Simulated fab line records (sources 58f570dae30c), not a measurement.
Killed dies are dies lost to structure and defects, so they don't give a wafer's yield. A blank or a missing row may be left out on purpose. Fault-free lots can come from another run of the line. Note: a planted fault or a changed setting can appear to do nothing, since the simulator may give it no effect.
What tool caused it? -- flow berkeley cmos170 -- 7 lots with 21 wafers sampled at 2 steps, on a route of 331 steps

WHAT EACH GAUGE READ, for each wafer
UCB170_NLDD_TW_MEAS_11.
lot,measured,on,NLDD_TW
L578,day 7 16:41,film metro-02,2223 2226 2223
L584,day 8 12:10,film metro-01,2232 2212 2235
L583,day 8 11:54,film metro-02,2196 2201 2203
L592,day 9 21:04,film metro-01,2219 2220 2224
L591,day 10 01:29,film metro-03,2180 2181 2178
L599,day 11 12:53,film metro-02,2210 2209 2210
L601,day 11 21:17,film metro-03,2177 2173 2182

EACH LOT AND THE TOOL THAT RAN IT (in order: tool; ch and the chambers of the sampled wafers; start)
lot,UCB170_NLDD_IMPLANT_09
L578,"implanter-01 ch 0, day 7 16:26"
L584,"implanter-01 ch 0, day 8 11:55"
L583,"implanter-03 ch 0, day 8 11:40"
L592,"implanter-03 ch 0, day 9 20:52"
L591,"implanter-04 ch 0, day 10 01:14"
L599,"implanter-01 ch 0, day 11 12:38"
L601,"implanter-04 ch 0, day 11 21:03"
- UCB170_NLDD_IMPLANT_09

THE ANSWER, worked out from the rows above alone
Rule: what is usual is taken from the lots themselves. The widest of any qualifying gaps counts: lots, ordered by their means at a reading, are off when they make up no more than a third of the lots, leave a main group of 4 or more, and stand apart from it by 3 or more times the standard deviation of that group's means. Not used: any main group whose means are identical at the precision the tables above print for the reading. Also off: a lot with no number at a reading for which 4 or more lots have one. All remaining lots with rows at the step are treated as sound.
Across all readings shown, no lot is off: no conclusion can be drawn from this.

WHAT WAS PUT IN BY THE SIMULATOR
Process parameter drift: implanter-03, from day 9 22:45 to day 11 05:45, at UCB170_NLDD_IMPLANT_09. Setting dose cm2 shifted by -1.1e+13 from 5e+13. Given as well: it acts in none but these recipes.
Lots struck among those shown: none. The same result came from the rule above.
